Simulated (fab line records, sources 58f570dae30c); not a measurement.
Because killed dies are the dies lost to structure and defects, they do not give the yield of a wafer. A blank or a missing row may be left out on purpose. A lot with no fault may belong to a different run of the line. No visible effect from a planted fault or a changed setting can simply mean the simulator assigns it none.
Problem report in the 8D (eight disciplines) form, filled by code | flow berkeley cmos170 | the parts of the form that need people (team, actions taken, sign-off) are left out

1. PROBLEM STATEMENT
At UCB170_ACTIVE_CD_MEAS_13, cd nm averages 1213.5 nm over 12 wafers from 4 lots, while fault-free wafers read 1200.1 nm, standard deviation 1.5. That is +8.9 standard deviations from the usual mean.
The step: target cd 1200 nm.
The first sign was on wafer L865.1 at day 5 17:08, on cd sem-01. The record holds 48 wafers of 16 lots with a number at this step. Rule for "out", or "out of limits": more than 4 standard deviations from the usual mean. The rest of the wafers with a number are treated as sound.

2. WHAT IT IS AND WHAT IT IS NOT
question                    | is                     | is not
which readings at this step | cd nm                  | -
which lots                  | L864, L865, L867, L869 | L857, L858, L859, L860, L861, L862, L863, L866, L874, L875, L877, L879
which wafers of those lots  | all that have a number | -
read on which gauges        | cd sem-01, cd sem-02   | -
when                        | from day 5 17:08       | up to then (18 sound wafers); but 18 sound wafers of L863, L866, L874, L875, L877, L879 came after

3. SUSPECTS, AND WHAT RULES EACH OUT
Counting: a tool at a process step up to the reading stays a suspect if it ran every lot that is out and no sound lot after the first of them.
- the gauge at UCB170_ACTIVE_CD_MEAS_13 has been ruled out. The wafers that are out were read on 2 gauges (cd sem-01, cd sem-02).
- krf scanner-01 at UCB170_ACTIVE_EXPOSE_10 (exposes mask ACTIVE, target cd 1200 nm): kept. It ran every lot that is out, first L865 (day 5 16:44), and no sound lot after that; its last sound lot up to then is L861 (day 5 10:20). On those wafers its own readings are out: exposure dose mJ cm2.
The count leaves krf scanner-01 at UCB170_ACTIVE_EXPOSE_10.

4. THE CAUSE (what the simulator had put in)
Process parameter drift: krf scanner-01, from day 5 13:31 on, at UCB170_ACTIVE_EXPOSE_10. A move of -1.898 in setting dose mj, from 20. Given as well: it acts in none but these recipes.
This tool alone remained once counting was done.

5. SEQUENCE OF EFFECTS, ordered by route
Each row: a reading whose mean over the struck wafers that have a number lies more than 3 standard deviations from the usual. Readings are gone through only where the record gives a usual standard deviation; hours: the median, over the lots, of the time from a lot's start at the first step in this table giving one to that lot's start at this step; sigmas: the change measured in usual standard deviations.
hours | step                     | reading              | usual     | on struck wafers | change | sigmas
0     | UCB170_ACTIVE_EXPOSE_10  | exposure dose mJ cm2 | 20.005    | 18.598           | -1.407 | -64
1     | UCB170_ACTIVE_CD_MEAS_13 | cd nm                | 1200.1 nm | 1213.5           | +13.4  | +8.9
Process steps it contains:
- UCB170_ACTIVE_EXPOSE_10: exposes mask ACTIVE, target cd 1200 nm.
At these later measuring or inspecting steps, every struck wafer for which the step has a row has a number for every such reading, and none has moved that far: UCB170_NVT_OVL_MEAS_06.

6. HOW IT WOULD HAVE BEEN CAUGHT EARLIER
Counted from the fault's start at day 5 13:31, it took 4 hours until the first out-of-limits reading at a measuring or inspecting step in this record, taken at day 5 17:08.
Tool's own readings at UCB170_ACTIVE_EXPOSE_10, exposure dose mJ cm2: out on all struck wafers the step has rows for; an alarm limit on them would have tripped on the first.
Lots out: 4; of these, L864, L867, L869 started UCB170_ACTIVE_EXPOSE_10 on krf scanner-01 after day 5 17:08. A hold on the tool at that time would have spared those 3.
